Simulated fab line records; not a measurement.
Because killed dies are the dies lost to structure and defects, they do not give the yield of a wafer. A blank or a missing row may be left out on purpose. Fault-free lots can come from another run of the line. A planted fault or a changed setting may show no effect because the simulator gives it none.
Comparing a struck lot with a sound one -- flow rit cmos -- 15 out of 202 route steps
Sound: wafers L271.1, L271.2, L271.3. Struck: wafer L276.4. (L276.3, L276.5 of the same lot were not struck and are left out.) The cause comes at the end.
Each step with rows lists, per side, the tool, then ch with its chambers, then its first start. Under that, the readings that differ: sound wafers -- struck wafers -- difference of the means -- sigmas: that difference in standard deviations of wafers without a fault.
alike: words and numbers the same on both sides, and readings whose means are apart by under 2 such deviations; not compared: readings that were withheld, readings missing a value for some wafer, numbers with overlapping values and no deviation given by the record, and bounds like >300 which may hide the same value.
Wherever a step has rows on one side only, a row that says differs or no value, or a row with sigmas, the two part there. Numbers that have no deviation but don't overlap get no sigmas and don't part them. Lack of a reading on every wafer of one side parts them only where that side has two or more wafers.

first, 2 steps without rows for these wafers: RIT_PLDD_PEB_04; RIT_PLDD_DEVELOP_05 (develop time 50 s).
RIT_PLDD_OVL_MEAS_06:
  struck on overlay-01, day 6 01:31; sound on overlay-02, day 4 23:46
  alike: PLDD_OVL
then, 2 steps without rows for these wafers: RIT_PLDD_HARDBAKE_07 (time 60 s); RIT_PLDD_IMPLANT_08.
RIT_PLDD_STRIP_09: strips in O2, time 180 s.
  sound on plasma asher-03 ch 0,1, day 5 00:06; struck on plasma asher-03 ch 1, day 6 01:54
  alike: drypump motor current A
  not compared: rf hours counter h
RIT_PLDD_TW_MEAS_10:
  struck on film metro-01, day 6 02:02; sound on film metro-01, day 5 00:16
  alike: PLDD_TW
then, 4 steps without rows for these wafers: RIT_SPACER_CLEAN_00 (cleans in SC1, time 600 s); RIT_SPACER_CLEAN_01 (cleans in dHF, time 30 s); RIT_SPACER_CLEAN_02 (cleans in SC2, time 600 s); RIT_SPACER_CVD_03 (deposits Si3N4 from SiH2Cl2/NH3, target thk 250 nm, time 3300 s).
RIT_SPACER_THK_MEAS_04:
  struck on film metro-04, day 6 04:23; sound on film metro-03, day 5 02:39
  alike: SPACER_NITRIDE_THK
RIT_SPACER_ETCHBACK_05: etches Si3N4 in SF6/CHF3, stops on SiO2, target depth 250 nm, time 240 s.
  sound on rie diel-01 ch 0,1,3, day 5 02:43; struck on rie diel-01 ch 0, day 6 04:25
reading,sound,struck,difference,sigmas
oes product au (a.u.),0.848 0.843 0.851,0.660,-0.187,-14
rf hours counter h (h),67 67 47,68,+8,
model.etch.depth nm (nm),252.8 251 252.5,179.8,-72.3,
model.poly-Si_of_GATE_CVD_08.thk nm (nm),167 163.3 167.4,200.8,+34.9,
model.Si3N4_of_SPACER_CVD_03.thk nm (nm),198.7 195.7 200.2,221.6,+23.4,
  alike: drypump motor current A, throttle valve pct
then, 1 step without rows for these wafers: RIT_NSD_HMDS_00 (prime time 60 s).
RIT_M1_PROBE_99:
  struck on prober-01, day 6 16:05; sound on prober-02, day 6 08:16
reading,sound,struck,difference,sigmas
killed at front end,5 3 6,264,+259,+84
killed dies,5 3 6,264,+259,+81
killed on rim,0 2 1,70,+69,+46
killed short,2 1 2,8,+6,+3
  alike: killed_at_M0_to_M3, killed at contacts, killed open

## WHERE THEY PART
At RIT_SPACER_ETCHBACK_05 first; at RIT_M1_PROBE_99 last (within this record only).

WHY: the cause the simulator had injected
rie diel-01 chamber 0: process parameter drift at RIT_SPACER_ETCHBACK_05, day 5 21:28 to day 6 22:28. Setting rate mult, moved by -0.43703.
